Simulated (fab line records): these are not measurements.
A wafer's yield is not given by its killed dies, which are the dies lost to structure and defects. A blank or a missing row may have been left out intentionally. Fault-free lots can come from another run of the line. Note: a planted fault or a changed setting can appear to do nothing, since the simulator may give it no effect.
Split-lot trial -- flow berkeley_cmos170 -- 23 wafers read from 5 lots, route of 331 steps

## SPLIT DETAILS
At UCB170_PWELL_IMPLANT_15, the setting dose_cm2 was moved away from the recipe's 5e+12 on 9 of the 23 wafers read, by -7.3% to +5.2%. For the rest of the wafers, this setting stayed at what the recipe calls for.

## FROM THE SPLIT ON TO THE READING: in between, the file shows 1 step
- UCB170_PWELL_STRIP_16: strips in O2

## THE READING
PWELL_TW, at UCB170_PWELL_TW_MEAS_17. Typical for fault-free wafers on this fab line: 379, with standard deviation 3.

wafer,"tool, chamber at the split",dose_cm2 as run,against the recipe,PWELL_TW,against lot-mates on the recipe
L076.1,"implanter-01, 0",5e+12,recipe,378,-
L076.2,"implanter-01, 0",5e+12,recipe,375,-
L076.3,"implanter-01, 0",4.636e+12,-7.3%,368,-8
L076.5,"implanter-01, 0",4.636e+12,-7.3%,370,-6
L076.6,"implanter-01, 0",5e+12,recipe,376,-
L079.1,"implanter-02, 0",5e+12,recipe,377,-
L079.2,"implanter-02, 0",5.185e+12,+3.7%,383,+4
L079.3,"implanter-02, 0",5e+12,recipe,379,-
L079.4,"implanter-02, 0",5.185e+12,+3.7%,384,+5
L079.6,"implanter-02, 0",5e+12,recipe,382,-
L080.1,"implanter-01, 0",5e+12,recipe,384,-
L080.2,"implanter-01, 0",5e+12,recipe,384,-
L080.4,"implanter-01, 0",5.138e+12,+2.8%,386,+2
L080.5,"implanter-01, 0",5.138e+12,+2.8%,387,+3
L080.6,"implanter-01, 0",5e+12,recipe,384,-
L081.1,"implanter-02, 0",5e+12,recipe,376,-
L081.4,"implanter-02, 0",5e+12,recipe,372,-
L081.5,"implanter-02, 0",5e+12,recipe,374,-
L082.1,"implanter-02, 0",5e+12,recipe,380,-
L082.2,"implanter-02, 0",5.259e+12,+5.2%,386,+6
L082.3,"implanter-02, 0",5e+12,recipe,380,-
L082.4,"implanter-02, 0",5.259e+12,+5.2%,386,+6
L082.6,"implanter-02, 0",5.259e+12,+5.2%,385,+5

FIT RESULTS
A straight line over all 23 wafers: PWELL_TW changes by +1.42 for each +1% of dose_cm2; r = +0.81; the points scatter about the line by 3.3.
The same after taking each lot's own level away (the mean of its wafers on the recipe; 23 wafers): +1.04 for each +1%; r = +0.94; scatter 1.2.
The reading moves by 7.6 for the largest change in dose_cm2, on that fit.
Across the lots, their own levels run from 374.0 to 384.0, a range of 3.3 times the standard deviation given above.
Thus the slope moves with the lot-to-lot level: the two fits are different.
Check: with one of the wafers moved furthest among these (-7.3%) left out of the fit, the line predicts -7.15 for it against its lot-mates. It came out at -8.33 against them.

## THESE WAFERS: OTHER SPLITS
Before the reading, these wafers also passed through other splits. Each is held against what the fit with the lots' levels taken away leaves over:
other split on the same wafers,wafers away from the commonest value,r with PWELL_TW (lot level and that fit taken away)
UCB170_NWELL_OXIDATION_01 temp_c,18,-0.10

## THE FILE'S OWN FIT
PWELL_TW changes by +1.01 for each +1% of dose_cm2, r = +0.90.
